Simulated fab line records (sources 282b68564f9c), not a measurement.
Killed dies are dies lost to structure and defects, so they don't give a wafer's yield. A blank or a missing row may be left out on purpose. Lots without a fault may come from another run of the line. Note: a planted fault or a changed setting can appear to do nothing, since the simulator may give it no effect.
A struck lot beside a sound one    flow rit cmos    15 steps out of a route of 202
Sound: wafers L488.1, L488.2, L488.3. Wafers struck: L497.2, L497.4, L497.6. The cause is named last.
Each step with rows lists, per side, the tool, then ch with its chambers, then its first start. Under that, the readings that differ: sound wafers    struck wafers    difference of the means    sigmas: that difference in standard deviations of wafers without a fault.
alike: words and numbers the same on both sides, and readings whose means are apart by under 2 such deviations; not compared: readings that were withheld, readings missing a value for some wafer, numbers with overlapping values and no deviation given by the record, and bounds like >300 which may hide the same value.
Wherever a step has rows on one side only, a row that says differs or no value, or a row with sigmas, the two part there. Numbers that have no deviation but don't overlap get no sigmas and don't part them. A reading missing from all wafers of one side parts the sides only when that side holds two or more wafers.

first, 3 steps without rows for these wafers: RIT_SDANNEAL_CLEAN_00 (cleans in SC1, time 600 s); RIT_SDANNEAL_CLEAN_01 (cleans in dHF, time 30 s); RIT_SDANNEAL_CLEAN_02 (cleans in SC2, time 600 s).
RIT_SDANNEAL_RTA_03: time 5 s.
  sound on rtp anneal-01 ch 0, day 5 03:12; struck on rtp anneal-02 ch 0, day 6 15:23
  alike: anneal temp c max, wafer_temp_C_max
RIT_SDANNEAL_RS_MEAS_04: uses a four-point probe to measure.
  sound on film metro-03 at day 5 03:16; struck on film metro-01 at day 6 15:28
  alike: PSD_RS
RIT_SDANNEAL_RS_MEAS_05: uses a four-point probe to measure.
  sound on film metro-03 at day 5 03:23; struck on film metro-01 at day 6 15:35
  alike: NSD_RS
RIT_SDANNEAL_RS_MEAS_06: uses a four-point probe to measure.
  sound on film metro-03 at day 5 03:30; struck on film metro-01 at day 6 15:42
  alike: PLDD_RS
RIT_SDANNEAL_RS_MEAS_07: uses a four-point probe to measure.
  sound on film metro-03 at day 5 03:37; struck on film metro-01 at day 6 15:49
  alike: NLDD_RS
then, 1 step without rows for these wafers: RIT_SILICIDE_WET_ETCH_00 (etches SiO2 in BOE, target depth 14 nm, time 15 s).
RIT_SILICIDE_SPUTTER_01: material Ti, target thk 30 nm, time 240 s.
  sound on pvd sputter-03 at day 5 03:45; struck on pvd sputter-04 at day 6 15:56
  alike: throttle valve pct
RIT_SILICIDE_RS_MEAS_02: uses a four-point probe to measure.
  sound on film metro-03 at day 5 03:54; struck on film metro-04 at day 6 16:06
  alike: SILICIDE_TI_RS
RIT_SILICIDE_THK_MEAS_03: measures by xrf.
  sound on film metro-03 at day 5 04:01; struck on film metro-04 at day 6 16:13
  alike: SILICIDE_TI_THK
RIT_SILICIDE_RTA_04: time 10 s, ramp up 5 s, ramp down 5 s.
  sound on rtp anneal-01 ch 0, day 5 04:05; struck on rtp anneal-02 ch 0, day 6 16:16
reading           sound              struck             difference  sigmas
wafer_temp_C_max  652.2 652.0 651.9  722.0 722.6 722.8  +70.4       +99 or more
then, 1 step without rows for these wafers: RIT_SILICIDE_WET_ETCH_05 (etches Ti in SPM, time 120 s).
RIT_M1_PROBE_99:
  sound on prober-02 at day 5 10:47; struck on prober-01 at day 6 23:14
  alike: killed at contacts, killed at front end, killed dies, killed on rim, killed open, killed short

## WHERE THEY PART
Only at RIT_SILICIDE_RTA_04, as far as this record shows. Later steps at which nothing parts them and some readings are alike: RIT_M1_PROBE_99.

WHY: what had been put in by the simulator
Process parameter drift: rtp anneal-02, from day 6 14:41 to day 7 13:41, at RIT_SILICIDE_RTA_04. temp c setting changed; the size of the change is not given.
